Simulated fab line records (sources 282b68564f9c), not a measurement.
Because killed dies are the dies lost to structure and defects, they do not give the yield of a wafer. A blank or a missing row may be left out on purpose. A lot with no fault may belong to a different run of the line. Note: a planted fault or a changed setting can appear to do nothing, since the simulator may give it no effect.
A lot that was struck, set against a sound lot / flow rit_cmos / 17 steps out of a route of 202
Sound: the wafers L877.1, L877.3, L877.4. Wafers L881.3, L881.4, L881.6 were the ones struck. Last of all comes the cause.
Per side, at each step with rows, come the tool, then ch with its chambers, and then its first start. Under that, the readings that differ: sound wafers / struck wafers / difference of the means / sigmas: that difference in standard deviations of wafers without a fault.
alike: same words and numbers on both sides, and readings whose means sit less than 2 such deviations apart. not compared: any withheld reading, any reading some wafer has no value for, any bound like >300 that may hide the same value, and any number with overlapping values for which the record gives no deviation.
A row with sigmas, a row that says differs or no value, or rows on one side alone: a step with any of these is where the two part. When numbers do not overlap yet have no deviation, they are printed without sigmas and do not part them. Lack of a reading on every wafer of one side parts them only where that side has two or more wafers.

RIT_NWELL_TW_MEAS_10:
  sound: film_metro-02 at day 3 01:02; struck: film_metro-04 at day 3 23:21
  alike: NWELL_TW
then, 6 steps without rows for these wafers: RIT_PWELL_HMDS_00 (prime time 60 s); RIT_PWELL_COAT_01 (resist thk 1300 nm); RIT_PWELL_SOFTBAKE_02 (time 60 s); RIT_PWELL_EXPOSE_03 (exposes mask M3, target cd 43700 nm); RIT_PWELL_PEB_04; RIT_PWELL_DEVELOP_05 (develop time 68 s).
RIT_PWELL_OVL_MEAS_06:
  sound: overlay-02 at day 3 01:59; struck: overlay-01 at day 4 00:17
  alike: PWELL_OVL
then, 2 steps without rows for these wafers: RIT_PWELL_HARDBAKE_07 (time 120 s); RIT_PWELL_IMPLANT_08.
RIT_PWELL_STRIP_09: strips in O2, time 180 s.
  sound on plasma_asher-03 ch 0,1, day 3 02:25; struck on plasma_asher-04 ch 0,1, day 4 00:46
  alike: drypump_motor_current_A
  not compared: rf_hours_counter_h
RIT_PWELL_TW_MEAS_10:
  sound: film_metro-04 at day 3 02:35; struck: film_metro-01 at day 4 00:54
reading=PWELL_TW; sound=953 952 956; struck=929 930 930; difference=-24; sigmas=-2
RIT_WELLDRIVE_ANNEAL_00: time 14700 s.
  sound on furnace-01 ch 0, day 3 03:53; struck on furnace-01 ch 0, day 4 02:34
reading=spike_tc_centre_C (C); sound=1102.8 1102.3 1103.2; struck=1043.1 1041.5 1040.7; difference=-61.0; sigmas=-51
reading=spike_tc_load_C (C); sound=1130.1 1129.1 1130.0; struck=1070.7 1069.8 1067.9; difference=-60.3; sigmas=-22
reading=spike_tc_source_C (C); sound=1126.3 1125.3 1127.3; struck=1066.8 1065.9 1066.5; difference=-59.9; sigmas=-54
reading=tube_center_temp_C (C); sound=1099.8 1100 1099.9; struck=1039.9 1039.8 1040; difference=-60.0; sigmas=-99 or more
reading=tube_center_temp_C_max; sound=1102.4 1102.8 1103.1; struck=1043.7 1043.2 1042.7; difference=-59.6; sigmas=-99 or more
RIT_WELLDRIVE_RS_MEAS_01: the measuring method here is four-point-probe.
  sound: film_metro-04 at day 3 08:59; struck: film_metro-01 at day 4 07:41
reading=NWELL_RS (ohm/sq); sound=275.4 275.3 275.5; struck=346.1 344.7 346.3; difference=+70.3; sigmas=+99 or more
RIT_WELLDRIVE_RS_MEAS_02: the measuring method here is four-point-probe.
  sound: film_metro-04 at day 3 09:06; struck: film_metro-01 at day 4 07:48
reading=PWELL_RS (ohm/sq); sound=428.3 429.1 428.6; struck=495.1 494.9 495.5; difference=+66.5; sigmas=+55
then, 1 step without rows for these wafers: RIT_NRETRO_HMDS_00 (prime time 60 s).
RIT_M1_PROBE_99:
  sound: prober-02 at day 4 17:02; struck: prober-01 at day 5 14:44
reading=model.etest.pmos_0p3.r_on_ohm_um; sound=6419 6392 6518; struck=6946 7030 7024; difference=+557; sigmas=
reading=model.etest.pmos_turned.r_on_ohm_um; sound=3591 3497 3629; struck=3949 3935 3910; difference=+359; sigmas=
reading=model.etest.pmos_0p15.r_on_ohm_um; sound=2837 2767 2863; struck=3123 3112 3069; difference=+279; sigmas=
reading=model.etest.nwell_pinched.rs_ohm_sq; sound=345.3 329.1 345.9; struck=512.9 508.5 512.4; difference=+171.2; sigmas=
reading=model.etest.pwell.rs_ohm_sq; sound=412.6 414.9 410.8; struck=482.1 478.2 488; difference=+70.0; sigmas=
reading=model.etest.pwell_pinched.rs_ohm_sq; sound=464.5 448 455.9; struck=517.8 520.1 522.3; difference=+63.9; sigmas=
reading=model.etest.pmos_0p15.drive_ua_um; sound=247.8 252.4 246.4; struck=210.2 212 216.3; difference=-36.0; sigmas=
reading=model.etest.pmos_turned.drive_ua_um; sound=177.3 178.7 175.9; struck=150.7 151.8 150.7; difference=-26.2; sigmas=
  alike: killed_at_contacts, killed_at_front_end, killed_dies, killed_open, killed_short

## WHERE THEY PART
Earliest at RIT_PWELL_TW_MEAS_10; latest, in this record, at RIT_WELLDRIVE_RS_MEAS_02. Later steps at which nothing parts them and some readings are alike: RIT_M1_PROBE_99.

WHY: what the simulator had put in
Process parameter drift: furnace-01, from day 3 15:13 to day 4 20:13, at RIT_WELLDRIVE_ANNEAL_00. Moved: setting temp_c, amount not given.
